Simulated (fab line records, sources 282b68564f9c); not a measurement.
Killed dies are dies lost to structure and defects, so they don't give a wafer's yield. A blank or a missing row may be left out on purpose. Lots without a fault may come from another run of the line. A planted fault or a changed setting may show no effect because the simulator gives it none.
A struck lot beside a sound one | flow rit_cmos | 17 steps out of a route of 202
Sound: wafers L734.2, L734.4, L734.5. Struck: wafers L741.2, L741.5, L741.6. The cause comes at the end.
At each step with rows: each side's tool, then ch and its chambers, then its first start. Under that, the readings that differ: sound wafers | struck wafers | difference of the means | sigmas: that difference in standard deviations of wafers without a fault.
alike: readings whose means differ by less than 2 such deviations, and words and numbers that are the same on both sides. not compared: withheld readings, readings that some wafer has no value for, bounds like >300 that may hide the same value, and numbers for which the record gives no deviation and whose values overlap.
The two part at a step that has a row with sigmas, a row that says differs or no value, or rows on one side only. Numbers that don't overlap but have no deviation are shown without sigmas and don't part them. A reading that every wafer of one side lacks parts them only if that side has two wafers or more.

first, 1 step without rows for these wafers: RIT_PSD_IMPLANT_08.
RIT_PSD_STRIP_09: strips in O2, time 180 s.
  sound on plasma_asher-03 ch 0,1, day 3 19:47; struck on plasma_asher-03 ch 0,1, day 5 07:25
  alike: drypump_motor_current_A
  not compared: rf_hours_counter_h
RIT_PSD_TW_MEAS_10:
  sound on film_metro-01, day 3 19:59; struck on film_metro-04, day 5 07:36
  alike: PSD_TW
then, 3 steps without rows for these wafers: RIT_SDANNEAL_CLEAN_00 (cleans in SC1, time 600 s); RIT_SDANNEAL_CLEAN_01 (cleans in dHF, time 30 s); RIT_SDANNEAL_CLEAN_02 (cleans in SC2, time 600 s).
RIT_SDANNEAL_RTA_03: time 5 s.
  sound on rtp_anneal-01 ch 0, day 3 20:26; struck on rtp_anneal-02 ch 0, day 5 08:02
  alike: anneal_temp_c_max, wafer_temp_C_max
RIT_SDANNEAL_RS_MEAS_04: measures by four-point-probe.
  sound on film_metro-03, day 3 20:30; struck on film_metro-01, day 5 08:06
  alike: PSD_RS
RIT_SDANNEAL_RS_MEAS_05: measures by four-point-probe.
  sound on film_metro-03, day 3 20:37; struck on film_metro-01, day 5 08:13
  reading         | sound          | struck         | difference | sigmas
  NSD_RS (ohm/sq) | 85.1 84.8 84.9 | 84.3 84.0 84.3 | -0.7       | -2
RIT_SDANNEAL_RS_MEAS_06: measures by four-point-probe.
  sound on film_metro-03, day 3 20:44; struck on film_metro-01, day 5 08:20
  alike: PLDD_RS
RIT_SDANNEAL_RS_MEAS_07: measures by four-point-probe.
  sound on film_metro-03, day 3 20:52; struck on film_metro-01, day 5 08:28
  alike: NLDD_RS
then, 1 step without rows for these wafers: RIT_SILICIDE_WET_ETCH_00 (etches SiO2 in BOE, target depth 14 nm, time 15 s).
RIT_SILICIDE_SPUTTER_01: material Ti, target thk 30 nm, time 240 s.
  sound on pvd_sputter-04, day 3 20:59; struck on pvd_sputter-02, day 5 08:34
  reading                                     | sound             | struck            | difference | sigmas
  model.Ti_of_SILICIDE_SPUTTER_01.thk_nm (nm) | 30.61 30.56 30.73 | 32.15 32.09 31.96 | +1.43      |
  alike: throttle_valve_pct
RIT_SILICIDE_RS_MEAS_02: measures by four-point-probe.
  sound on film_metro-02, day 3 21:09; struck on film_metro-02, day 5 08:44
  reading                 | sound          | struck         | difference | sigmas
  SILICIDE_TI_RS (ohm/sq) | 46.7 46.8 46.4 | 43.9 44.0 44.2 | -2.6       | -3
RIT_SILICIDE_THK_MEAS_03: measures by xrf.
  sound on film_metro-02, day 3 21:16; struck on film_metro-02, day 5 08:51
  reading              | sound          | struck         | difference | sigmas
  SILICIDE_TI_THK (nm) | 30.4 30.3 30.5 | 31.9 31.8 31.6 | +1.4       | +4
RIT_SILICIDE_RTA_04: time 10 s, ramp up 5 s, ramp down 5 s.
  sound on rtp_anneal-02 ch 0, day 3 21:19; struck on rtp_anneal-01 ch 0, day 5 08:55
  alike: anneal_temp_c_max, wafer_temp_C_max
RIT_M1_PROBE_99:
  sound on prober-01, day 4 04:01; struck on prober-02, day 5 17:48
  reading                              | sound             | struck            | difference | sigmas
  model.etest.contact_pplus.end_ohm_um | 42.51 44.36 43.69 | 47.66 47.49 47.68 | +4.09      |
  model.etest.npoly_line.rs_ohm_sq     | 16.77 16.82 16.68 | 16.1 15.97 16.24  | -0.7       |
  model.etest.ppoly_line.rs_ohm_sq     | 16.43 16.22 16.29 | 15.61 15.56 15.81 | -0.65      |
  model.etest.npoly_sal.rs_ohm_sq      | 4.27 4.258 4.26   | 4.115 4.123 4.125 | -0.142     |
  model.etest.ppoly_sal.rs_ohm_sq      | 4.203 4.242 4.216 | 4.083 4.099 4.139 | -0.113     |
  model.etest.pplus_sal.rs_ohm_sq      | 4.22 4.235 4.247  | 4.082 4.119 4.108 | -0.131     |
  model.etest.nplus_sal.rs_ohm_sq      | 4.212 4.24 4.228  | 4.054 4.102 4.112 | -0.137     |
  alike: killed_at_contacts, killed_at_front_end, killed_dies, killed_on_rim, killed_open, killed_short
  not compared: model.etest.contact_nplus.end_ohm_um

WHERE THEY PART
First at RIT_SDANNEAL_RS_MEAS_05; last, within this record, at RIT_SILICIDE_THK_MEAS_03. Later steps at which nothing parts them and some readings are alike: RIT_SILICIDE_RTA_04, RIT_M1_PROBE_99.

WHY: what the simulator had put in
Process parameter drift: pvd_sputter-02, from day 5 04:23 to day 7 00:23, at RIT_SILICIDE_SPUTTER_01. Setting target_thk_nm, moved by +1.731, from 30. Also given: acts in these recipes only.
